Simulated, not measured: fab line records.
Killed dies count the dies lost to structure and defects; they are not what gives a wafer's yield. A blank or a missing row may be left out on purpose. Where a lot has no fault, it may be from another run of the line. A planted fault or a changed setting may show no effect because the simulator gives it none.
One fault seen from 2 desks / flow berkeleyCmos170 / what lay behind the numbers comes last; until then each desk has only its own

## AT THE METROLOGY DESK
What the gauges read, lot by lot, whatever tool the lot ran on: means of the sampled wafers that have a number. If a lot's mean is further than 4 standard deviations from the usual mean, the lot is out of limits and carries the mark OUT (the distance appears in the brackets).
Columns: A = PWELL_OVL at UCB170_PWELL_OVL_MEAS_13, usual 4 nm
lot=L186; first seen here=day 2 22:58; A=6
lot=L187; first seen here=day 3 05:01; A=3
lot=L192; first seen here=day 3 22:19; A=5
lot=L191; first seen here=day 4 00:31; A=10
lot=L193; first seen here=day 4 14:44; A=-3
lot=L194; first seen here=day 4 15:07; A=2
lot=L195; first seen here=day 4 19:23; A=10
lot=L197; first seen here=day 5 04:52; A=1
lot=L198; first seen here=day 5 13:57; A=-1
lot=L199; first seen here=day 5 19:29; A=10
lot=L200; first seen here=day 6 05:33; A=8
lot=L202; first seen here=day 6 16:10; A=3
lot=L201; first seen here=day 6 16:10; A=-1
lot=L204; first seen here=day 6 23:11; A=7
lot=L209; first seen here=day 7 22:19; A=8
This desk's finding: nothing out of limits on any of the 15 lots.

## AT THE TOOL OWNER'S DESK: rieDiel-03
The tool's own readings at UCB170_PWELL_ETCH_14 (etches Si3N4 in CH3F/Ar/O2, stops on SiO2, target depth 242 nm, time 151 s): means of the sampled wafers that have a number, for each lot that ran on this tool. If a lot's mean is further than 4 standard deviations from the usual mean, the lot is out of limits and carries the mark OUT (the distance appears in the brackets).
Columns: A = drypumpMotorCurrentA at UCB170_PWELL_ETCH_14, usual 5.8 A; B = oesProductAu at UCB170_PWELL_ETCH_14, usual 0.939 a.u.; C = rfFwdPowerW at UCB170_PWELL_ETCH_14, usual 448.1 W; D = throttleValvePct at UCB170_PWELL_ETCH_14, usual 8.04 %
lot=L194; first seen here=day 4 15:09; A=5.4; B=0.942; C=447.7; D=8.02
lot=L195; first seen here=day 4 19:25; A=5.5; B=0.930; C=448.0; D=7.98
lot=L197; first seen here=day 5 04:54; A=5.6; B=0.934; C=448.3; D=8.11
lot=L198; first seen here=day 5 13:59; A=5.5; B=0.942; C=471.9 (+16) OUT; D=7.99
lot=L200; first seen here=day 6 05:35; A=5.2; B=0.930; C=470.7 (+15) OUT; D=8.08
lot=L202; first seen here=day 6 16:11; A=5.6; B=0.940; C=470.8 (+15) OUT; D=7.99
This desk's finding: out of limits on L198, L200, L202; first on L198, day 5 13:59 (rfFwdPowerW at UCB170_PWELL_ETCH_14). Within limits: L194, L195, L197.

## ALL TOGETHER
On L198, L200, L202, at day 5 13:59, an alarm was possible from the tool owner's desk.
At the metrology desk, nothing out of limits was observed.
The metrology desk holds a record of L198, L200, L202, inside its limits.
Every lot named ran UCB170_PWELL_ETCH_14 on rieDiel-03.

## WHAT WAS PUT IN BY THE SIMULATOR
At UCB170_PWELL_ETCH_14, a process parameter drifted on rieDiel-03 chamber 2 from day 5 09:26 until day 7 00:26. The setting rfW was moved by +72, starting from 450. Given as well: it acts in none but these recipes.
Struck lots among those shown: L198, L200, L202.
Delay in hours, fault start to first out-of-limits reading, by desk: the tool owner's desk at 5.
